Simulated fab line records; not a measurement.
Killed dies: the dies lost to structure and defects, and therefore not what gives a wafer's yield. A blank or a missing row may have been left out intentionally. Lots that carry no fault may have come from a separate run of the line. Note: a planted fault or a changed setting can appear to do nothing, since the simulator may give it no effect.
2 desks, one fault || flow berkeleyCmos170 || each desk holds nothing but its own numbers, with what lay behind them at the end

## METROLOGY DESK
What the gauges read for every lot (on any tool): the sampled wafers with a number, averaged. A lot is out of limits, marked OUT, if its mean lies more than 4 standard deviations from the usual mean; the brackets give that distance.
Columns: A = PWELL_NITRIDE_THK at UCB170_PWELL_THK_MEAS_06, usual 220.6 nm; B = ACTIVE_OVL at UCB170_ACTIVE_OVL_MEAS_14, usual 3 nm; C = GATE_OVL at UCB170_GATE_OVL_MEAS_13, usual -1 nm
{"lot": "L365", "first seen here": "day 3 12:03", "A": 222.6, "B": -2, "C": 1}
{"lot": "L366", "first seen here": "day 3 12:03", "A": 219.9, "B": 8, "C": 3}
{"lot": "L367", "first seen here": "day 4 02:00", "A": 220.1, "B": 8, "C": -1}
{"lot": "L368", "first seen here": "day 4 02:00", "A": 217.1, "B": 1, "C": 2}
{"lot": "L371", "first seen here": "day 4 18:02", "A": 217.7, "B": -5, "C": 1}
{"lot": "L372", "first seen here": "day 5 12:39", "A": 222.3, "B": 9, "C": "322 (+69) OUT"}
{"lot": "L373", "first seen here": "day 5 18:14", "A": 220.0, "B": -4, "C": -1}
{"lot": "L376", "first seen here": "day 5 18:14", "A": 217.9, "B": 0, "C": "314 (+67) OUT"}
{"lot": "L377", "first seen here": "day 5 18:17", "A": 220.7, "B": -5, "C": "314 (+67) OUT"}
{"lot": "L379", "first seen here": "day 6 05:23", "A": 220.1, "B": 12, "C": -2}
{"lot": "L378", "first seen here": "day 6 05:23", "A": 226.0, "B": -6, "C": 0}
{"lot": "L381", "first seen here": "day 6 18:25", "A": 218.2, "B": -2, "C": 0}
{"lot": "L382", "first seen here": "day 6 18:25", "A": 220.8, "B": 0, "C": -2}
{"lot": "L385", "first seen here": "day 7 06:22", "A": 223.6, "B": 9, "C": 3}
{"lot": "L386", "first seen here": "day 7 11:13", "A": 221.2, "B": 2, "C": 2}
This desk reports L372, L376, L377 out of limits; the earliest was L372 at day 8 07:38 (GATE_OVL at UCB170_GATE_OVL_MEAS_13). Within limits: L365, L366, L367, L368, L371, L373, L379, L378, L381, L382, L385, L386.

## TOOL OWNER'S DESK, krfScanner-01
The tool's own readings at UCB170_GATE_EXPOSE_09 (exposes mask POLY, target cd 350 nm): means of the sampled wafers that have a number, for each lot that ran on this tool. A lot is out of limits, marked OUT, if its mean lies more than 4 standard deviations from the usual mean; the brackets give that distance.
Columns: A = stageVelMmS at UCB170_GATE_EXPOSE_09, usual 499.97 mm/s
{"lot": "L367", "first seen here": "day 7 03:08", "A": 499.72}
{"lot": "L372", "first seen here": "day 8 06:50", "A": 500.05}
{"lot": "L376", "first seen here": "day 8 15:25", "A": 499.59}
{"lot": "L377", "first seen here": "day 8 16:07", "A": 499.75}
Finding of this desk: none of the 4 lots has anything out of limits.

## ALL TOGETHER
The metrology desk could have raised an alarm at day 8 07:38, on L372, L376, L377.
The tool owner's desk saw nothing out of limits.
The tool owner's desk has L372, L376, L377 on record, within its limits.
UCB170_GATE_EXPOSE_09 was run on krfScanner-01 by each of the lots named.

## WHAT THE SIMULATOR PUT IN
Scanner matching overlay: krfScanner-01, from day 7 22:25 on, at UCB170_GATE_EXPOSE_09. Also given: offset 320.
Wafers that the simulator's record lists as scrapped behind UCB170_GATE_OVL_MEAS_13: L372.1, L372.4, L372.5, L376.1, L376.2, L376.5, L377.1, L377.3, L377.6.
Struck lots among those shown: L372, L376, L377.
Per desk, hours elapsed from the start of the fault to the first reading out of limits: for the metrology desk, 9.
